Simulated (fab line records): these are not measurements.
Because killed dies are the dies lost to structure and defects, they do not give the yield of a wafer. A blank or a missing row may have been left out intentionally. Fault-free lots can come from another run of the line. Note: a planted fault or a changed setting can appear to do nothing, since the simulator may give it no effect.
fab line records | flow ritCmos
[record] lots = 6 wafers = 18 lastDay = 7
route steps=202 shown NRETRO@60 PRETRO@64 GATE@75 M1@202
lots that met no fault: taken from a fault-free run of the same line
startH: start of the lot's first displayed wafer, in hours after the record's first day | waitH: hours since the lot's step before | " unchanged from the row above | L1.1+2: a single row standing in for several wafers | - no value, or no start was given | * or withheld: withheld | < > ~ a bound
route shown NAME@n: names a module that has steps shown in the file, with the first one's number in the route | usual: the fault-free wafers' mean and standard deviation | same: alike in all rows | chamber/n: place in a boat | sites: per-site readings | _std_site: their standard deviation | _edge_site: inner sites' mean taken away from outer sites' mean | radiusMm: for every site, how far away it sits from the centre of the wafer | mask NAME#n: copy n | behind: tool/chamber where the wafer was last shaped | hold: what put the lot on hold/how long, in hours/how the hold closed | device: which transistor (n, p or np) failed to switch | end of line: the tests these same wafers got at the end of their route | a step with no rows: only its recipe | killed: dies lost to structure and defects at the first sort, not the wafer's yield | map: a wafer's dies, marking killed ones x, the rest . and places with no die _
set.NAME: the setting that was run; set.NAME@STEP: the one run at that earlier step | model.NAME: the simulator's own value behind a step, which no gauge read
lots seen at some steps along the route; tables by step, rows by wafer
services: when a tool's chamber went out of use (startH, in hours from the record's first day, below 0 if earlier), for how many hours, and the reason
[[steps]]
[step RIT_NRETRO_HARDBAKE_07]
[recipe] resist = NOVOLAK tempC = 140 timeS = 120
[step RIT_NRETRO_IMPLANT_08]
[recipe] species = P energyKev = 70 doseCm2 = 1e+13 tiltDeg = 7
[step RIT_NRETRO_STRIP_09]
[recipe] chemistry = O2 timeS = 180 resist = NOVOLAK platenTempC = withheld powerW = 500 pressureMtorr = 4000 o2FlowSccm = 4000
[usual] drypumpMotorCurrentA = 5.4/0.49
[same] timeS = 180
// columns lot.wafer tool chamber startH waitH drypumpMotorCurrentA rfHoursCounterH
L668.1 plasmaAsher-01 1 60.31 0.1 5.8 42
L668.3 " 0 " " 4.8 -
L668.5 " 1 " " 5.8 -
L670.3 plasmaAsher-01 1 69.32 0.1 5.8 -
L670.4 " 0 " " 4.8 -
L670.6 " 1 " " 5.8 -
L672.1 plasmaAsher-01 0 79.83 0.1 4.9 45
L672.3 " 1 " " 5.8 -
L672.4 " 0 " " 4.9 -
L681.1 plasmaAsher-01 0 125.14 0.1 4.8 50
L681.4 " 0 " " 4.8 -
L681.6 " 1 " " 5.7 -
L682.3 plasmaAsher-03 0 129.30 0.1 5.0 -
L682.4 " 1 " " 6.1 -
L682.6 " 1 " " 6.1 -
L685.1 plasmaAsher-01 0 145.80 0.1 4.8 52
L685.3 " 0 " " 4.8 -
L685.5 " 0 " " 4.8 -
[step RIT_NRETRO_TW_MEAS_10]
[usual] NRETRO_TW = 1052/6.7
// columns lot.wafer tool chamber startH waitH NRETRO_TW
L668.1 filmMetro-03 - 60.48 0.1 1057
L668.3 " - " " 1060
L668.5 " - " " 1056
L670.3 filmMetro-02 - 69.46 0.1 1049
L670.4 " - " " 1057
L670.6 " - " " 1049
L672.1 filmMetro-03 - 80.01 0.1 1050
L672.3 " - " " 1051
L672.4 " - " " 1050
L681.1 filmMetro-02 - 125.32 0.1 1050
L681.4 " - " " 1041
L681.6 " - " " 1046
L682.3 filmMetro-01 - 129.43 0.1 1057
L682.4 " - " " 1063
L682.6 " - " " 1061
L685.1 filmMetro-01 - 145.98 0.1 1051
L685.3 " - " " 1060
L685.5 " - " " 1053
[step RIT_PRETRO_HMDS_00]
[recipe] primeTimeS = 60 primeTempC = 140
[step RIT_PRETRO_COAT_01]
[recipe] resist = NOVOLAK spinRpm = 2000 resistThkNm = 1300
[step RIT_PRETRO_SOFTBAKE_02]
[recipe] resist = NOVOLAK tempC = 90 timeS = 60
[step RIT_PRETRO_EXPOSE_03]
[recipe] maskId = M5 na = 0.57 targetCdNm = 43700 doseMj = 250
[step RIT_PRETRO_PEB_04]
[recipe] resist = NOVOLAK tempC = withheld timeS = withheld
[step RIT_PRETRO_DEVELOP_05]
[recipe] resist = NOVOLAK developTimeS = 68 devTempC = 23
[step RIT_PRETRO_OVL_MEAS_06]
[usual] PRETRO_OVL = 0.5/1.4
// columns lot.wafer tool chamber startH waitH PRETRO_OVL[nm]
L668.1 overlay-01 - 61.55 - 2.1
L668.3 " - " " 1.7
L668.5 " - " " 2.6
L670.3 overlay-02 - 70.52 - 1.2
L670.4 " - " " 1.2
L670.6 " - " " 0.0
L672.1 overlay-02 - 80.95 - -0.8
L672.3 " - " " 1.7
L672.4 " - " " 1.1
L681.1 overlay-01 - 126.26 - -1.0
L681.4 " - " " -1.5
L681.6 " - " " 0.4
L682.3 overlay-02 - 130.68 - -0.7
L682.4 " - " " -1.9
L682.6 " - " " 0.0
L685.1 overlay-01 - 146.92 - 1.1
L685.3 " - " " 0.1
L685.5 " - " " -2.0
[step RIT_PRETRO_HARDBAKE_07]
[recipe] resist = NOVOLAK tempC = 140 timeS = 120
[step RIT_PRETRO_IMPLANT_08]
[recipe] species = B energyKev = 45 doseCm2 = 1.21e+13 tiltDeg = 7
[usual] beamEnergyKeV = 45.001/0.012 doseIonsCm2 = 1.2099e+13/1.1e+10 tiltDeg = 7.002/0.02
// columns lot.wafer tool chamber startH waitH beamEnergyKeV doseIonsCm2 tiltDeg model.implant.rpNm model.implant.drpNm
L668.1 implanter-03 0 61.83 0.2 45.025 1.2106e+13 7.015 137.9 55.07
L668.3 " 0 " " 45.000 1.2086e+13 6.980 137.9 55.07
L668.5 " 0 " " 45.009 1.2104e+13 6.984 137.9 55.07
L670.3 implanter-02 0 70.84 0.2 45.001 1.2094e+13 6.987 145.2 55.07
L670.4 " 0 " " 44.995 1.2108e+13 6.991 145.2 55.07
L670.6 " 0 " " 45.013 1.2087e+13 7.030 145.2 55.07
L672.1 implanter-01 0 81.23 0.2 45.023 1.213e+13 7.014 147.4 55.07
L672.3 " 0 " " 44.997 1.2089e+13 6.988 147.4 55.07
L672.4 " 0 " " 45.014 1.2102e+13 7.010 147.4 55.07
L681.1 implanter-03 0 126.55 0.2 54.895 1.2098e+13 7.010 177.4 61.68
L681.4 " 0 " " 54.891 1.2098e+13 6.998 177.4 61.68
L681.6 " 0 " " 54.893 1.211e+13 7.022 177.4 61.68
L682.3 implanter-03 0 131.05 0.2 54.897 1.2097e+13 6.987 174.6 61.68
L682.4 " 0 " " 54.902 1.2101e+13 7.011 174.6 61.68
L682.6 " 0 " " 54.899 1.2113e+13 6.994 174.6 61.68
L685.1 implanter-02 0 147.20 0.2 44.991 1.2074e+13 6.969 143.7 55.07
L685.3 " 0 " " 44.996 1.2112e+13 6.987 143.7 55.07
L685.5 " 0 " " 44.986 1.2081e+13 6.992 143.7 55.07
[step RIT_PRETRO_STRIP_09]
[recipe] chemistry = O2 timeS = 180 resist = NOVOLAK platenTempC = withheld powerW = 500 pressureMtorr = 4000 o2FlowSccm = 4000
[usual] drypumpMotorCurrentA = 5.6/0.46
[same] timeS = 180
// columns lot.wafer tool chamber startH waitH drypumpMotorCurrentA rfHoursCounterH
L668.1 plasmaAsher-04 0 61.98 0.1 6.0 28
L668.3 " 0 " " 6.1 -
L668.5 " 0 " " 6.1 -
L670.3 plasmaAsher-02 0 71.00 0.1 5.2 -
L670.4 " 1 " " 6.2 -
L670.6 " 0 " " 5.2 -
L672.1 plasmaAsher-04 1 81.38 0.1 5.4 30
L672.3 " 0 " " 6.0 -
L672.4 " 1 " " 5.4 -
L681.1 plasmaAsher-04 0 126.70 0.1 6.0 36
L681.4 " 0 " " 6.1 -
L681.6 " 0 " " 6.0 -
L682.3 plasmaAsher-04 1 131.21 0.1 5.4 -
L682.4 " 0 " " 6.1 -
L682.6 " 1 " " 5.4 -
L685.1 plasmaAsher-04 0 147.35 0.1 6.0 38
L685.3 " 1 " " 5.4 -
L685.5 " 0 " " 6.0 -
[step RIT_PRETRO_TW_MEAS_10]
[usual] PRETRO_TW = 475/4.2
// columns lot.wafer tool chamber startH waitH PRETRO_TW
L668.1 filmMetro-04 - 62.16 0.1 471
L668.3 " - " " 471
L668.5 " - " " 473
L670.3 filmMetro-01 - 71.14 0.1 478
L670.4 " - " " 480
L670.6 " - " " 480
L672.1 filmMetro-04 - 81.56 0.1 470
L672.3 " - " " 468
L672.4 " - " " 468
L681.1 filmMetro-01 - 126.87 0.1 494
L681.4 " - " " 492
L681.6 " - " " 492
L682.3 filmMetro-02 - 131.35 0.1 485
L682.4 " - " " 487
L682.6 " - " " 486
L685.1 filmMetro-04 - 147.53 0.1 474
L685.3 " - " " 472
L685.5 " - " " 471
[step RIT_GATE_WET_ETCH_00]
[recipe] chemistry = BOE target = SiO2 targetDepthNm = 56 timeS = 60 dry = n2Spin dilution = 10:1 tempC = 21.5
[step RIT_M1_PROBE_99]
[usual] killedAtContacts = 0.1/0.36 killedAtFrontEnd = 7.2/2.9 killedDies = 7.4/2.9 killedOpen = 3.8/2 killedShort = 3.5/2
[same] grossDies = 264 killed_at_M0_to_M3 = 0 killed_at_M4_up = 0 killedAtBackSide = 0 killedAtOther = 0
// columns lot.wafer tool chamber startH waitH killedAtContacts killedAtFrontEnd killedDies killedOpen killedShort model.etest.nmos_0p3.rOnOhmUm model.etest.nmosTurned.driveUaUm model.etest.nmos_0p15.driveUaUm model.etest.nmosNarrow.driveUaUm model.etest.nmos_0p3.driveUaUm model.etest.retroEdgeNmos.offLog10AUm model.etest.nmos_0p15.offLog10AUm model.etest.ring.quietLog10A
L668.1 prober-02 - 88.67 0.1 1 9 10 4 6 2263 312.4 463.6 217.7 212.7 -9.804 -10.04 -7.604
L668.3 prober-02 - 88.77 0.2 0 7 7 4 3 2215 315.3 468.9 223.2 217.6 -9.933 -9.915 -7.485
L668.5 prober-02 - 88.87 0.2 1 5 6 3 3 2270 318.5 458.3 215.2 210.9 -9.891 -10.03 -7.644
L670.3 prober-02 - 97.04 0.2 0 10 10 6 4 2139 349.6 489.6 227.9 228.8 -9.564 -9.667 -7.203
L670.4 prober-02 - 97.09 0.2 1 10 11 8 3 2095 345.2 481 228.4 227.4 -9.655 -9.808 -7.381
L670.6 prober-02 - 97.19 0.2 0 6 6 5 1 2135 354.3 497.1 224.2 228.5 -9.229 -9.412 -6.988
L672.1 prober-02 - 107.50 0.1 0 8 8 5 3 2089 358.8 486.6 232.8 227.9 -9.436 -9.577 -7.338
L672.3 prober-02 - 107.60 0.2 0 3 3 2 1 2090 349.7 491 232.8 230.7 -9.58 -9.673 -7.4
L672.4 prober-02 - 107.65 0.2 0 5 5 4 1 2087 349.8 487.6 230.4 233.2 -9.613 -9.841 -7.499
L681.1 prober-02 - 153.02 0.1 0 6 6 3 3 2027 353.4 487.7 257.9 248.1 -9.624 -9.757 -7.679
L681.4 prober-02 - 153.17 0.2 0 11 11 4 7 2066 346.2 492.6 252.4 246.8 -9.469 -9.658 -7.613
L681.6 prober-02 - 153.27 0.2 0 10 10 6 4 2075 354.8 483.9 254.4 247 -9.661 -9.748 -7.72
L682.3 prober-01 - 156.33 0.2 0 4 4 2 2 1982 380.4 517.9 250 248.5 -9.117 -9.228 -7.075
L682.4 prober-01 - 156.38 0.2 0 7 7 5 2 2020 383.1 518.3 255.3 249.5 -8.866 -9.004 -6.943
L682.6 prober-01 - 156.48 0.2 0 9 9 3 6 2032 387.8 518.1 248.7 247.6 -8.651 -8.811 -6.708
L685.1 prober-02 - 172.25 0.1 0 12 12 6 6 2144 332.4 470.2 228.9 225.4 -9.722 -9.991 -7.635
L685.3 prober-02 - 172.35 0.2 0 7 7 2 5 2126 326.6 470.5 233.9 228 -10.17 -10.23 -7.84
L685.5 prober-02 - 172.45 0.2 0 8 8 4 4 2144 332.9 469.8 231.4 225.1 -9.802 -10 -7.631
// killed by level:class
L668.1 GATE:geometricParticle:short=2 SPACER:geometricParticle:short=2 FOX1:geometricParticle:open=1 GATE:geometricParticle:open=1 REOX:geometricParticle:short=1 SPACER:geometricParticle:open=1 SILICIDE:geometricParticle:open=1 CONTACT:geometricParticle:short=1
L668.3 GATE:geometricParticle:open=3 GATE:geometricParticle:short=1 REOX:geometricParticle:open=1 REOX:geometricParticle:short=1 SPACER:geometricParticle:short=1
L668.5 GATE:geometricParticle:open=2 FOX1:geometricParticle:open=1 REOX:geometricParticle:short=1 SPACER:geometricParticle:short=1 CONTACT:geometricParticle:short=1
L670.3 SPACER:geometricParticle:open=3 GATE:geometricParticle:open=2 SPACER:geometricParticle:short=2 FOX1:geometricParticle:short=1 REOX:geometricParticle:open=1 REOX:geometricParticle:short=1
L670.4 GATE:geometricParticle:open=6 FOX1:geometricParticle:open=1 GATE:geometricParticle:short=1 REOX:geometricParticle:short=1 SILICIDE:geometricParticle:open=1 CONTACT:geometricParticle:short=1
L670.6 SPACER:geometricParticle:open=2 SILICIDE:geometricParticle:open=2 FOX2:geometricParticle:open=1 REOX:geometricParticle:short=1
L672.1 GATE:geometricParticle:open=3 FOX1:geometricParticle:open=2 GATE:geometricParticle:short=2 FOX2:geometricParticle:short=1
L672.3 FOX1:geometricParticle:open=1 FOX1:geometricParticle:short=1 REOX:geometricParticle:open=1
L672.4 FOX1:geometricParticle:open=2 REOX:geometricParticle:short=1 REOX:geometricParticle:open=1 SILICIDE:geometricParticle:open=1
L681.1 GATE:geometricParticle:open=2 SILICIDE:geometricParticle:short=2 SPACER:geometricParticle:short=1 SILICIDE:geometricParticle:open=1
L681.4 FOX1:geometricParticle:short=2 GATE:geometricParticle:short=2 SPACER:geometricParticle:open=2 FOX2:geometricParticle:short=1 GATE:geometricParticle:open=1 SPACER:geometricParticle:short=1 SILICIDE:geometricParticle:short=1 SILICIDE:geometricParticle:open=1
L681.6 GATE:geometricParticle:open=2 SILICIDE:geometricParticle:short=2 SILICIDE:geometricParticle:open=2 FOX2:geometricParticle:short=1 REOX:geometricParticle:short=1 REOX:geometricParticle:open=1 SPACER:geometricParticle:open=1
L682.3 GATE:geometricParticle:open=2 REOX:geometricParticle:short=1 SPACER:geometricParticle:short=1
L682.4 GATE:geometricParticle:open=3 FOX1:geometricParticle:short=1 SPACER:geometricParticle:open=1 SILICIDE:geometricParticle:open=1 SILICIDE:geometricParticle:short=1
L682.6 FOX1:geometricParticle:short=3 SPACER:geometricParticle:short=2 FOX1:geometricParticle:open=1 GATE:geometricParticle:open=1 REOX:geometricParticle:short=1 REOX:geometricParticle:open=1
L685.1 FOX1:geometricParticle:open=4 FOX1:geometricParticle:short=2 GATE:geometricParticle:short=2 FOX2:geometricParticle:short=1 GATE:geometricParticle:open=1 SILICIDE:geometricParticle:short=1 SILICIDE:geometricParticle:open=1
L685.3 FOX1:geometricParticle:short=2 REOX:geometricParticle:short=2 FOX1:geometricParticle:open=1 GATE:geometricParticle:short=1 GATE:geometricParticle:open=1
L685.5 GATE:geometricParticle:open=2 GATE:geometricParticle:short=2 SILICIDE:geometricParticle:short=2 FOX2:geometricParticle:open=1 SILICIDE:geometricParticle:open=1
[[services]]
// columns tool chamber startH hours kind
plasmaAsher-04 - 46.32 3.4 repair
plasmaAsher-03 - 62.75 3.1 repair
plasmaAsher-03 - 66.82 15.6 pm
implanter-03 - 98.97 2.2 repair
plasmaAsher-02 - 107.56 3.9 repair
plasmaAsher-04 - 108.75 1.5 repair
plasmaAsher-02 - 111.42 9.0 pm
plasmaAsher-02 0 111.42 9.0 ventCycle
plasmaAsher-02 1 111.42 9.0 ventCycle
plasmaAsher-02 0 120.42 - clean
plasmaAsher-02 1 120.42 - clean
[[key]]
[firstSign] step = RIT_PRETRO_IMPLANT_08 reading = beamEnergyKeV direction = up sigmas = 99+ usual = 45.001 struck = 54.896
[effect] step = RIT_PRETRO_TW_MEAS_10 reading = PRETRO_TW direction = up sigmas = 3.5 usual = 475 struck = 489
[modelEffect] step = RIT_PRETRO_IMPLANT_08 value = implant.rpNm without = 146.1 struck = 176
[modelEffect] step = RIT_M1_PROBE_99 value = etest.nmos_0p3.rOnOhmUm without = 2143 struck = 2034
metAt RIT_PRETRO_IMPLANT_08
struckWafers L681.1,L681.4,L681.6,L682.3,L682.4,L682.6
testerLeftOut L681,L682
onsetBetween 61.83 126.55
[fault] kind = processParameterDrift tool = implanter-03 chamber = - onsetH = 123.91 steps = RIT_PRETRO_IMPLANT_08 channel = energyKev offset = 9.9 shape = step endH = 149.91 actsIn = theseRecipesOnly stated = 45
// testerLeftOut: of these lots the tester's yield and bins aren't shown, on N5 and GAA mostly nor the transistor test; their killed dies are dies lost to structure and defects alone, not to doping, threshold or leakage, so they don't give the yield
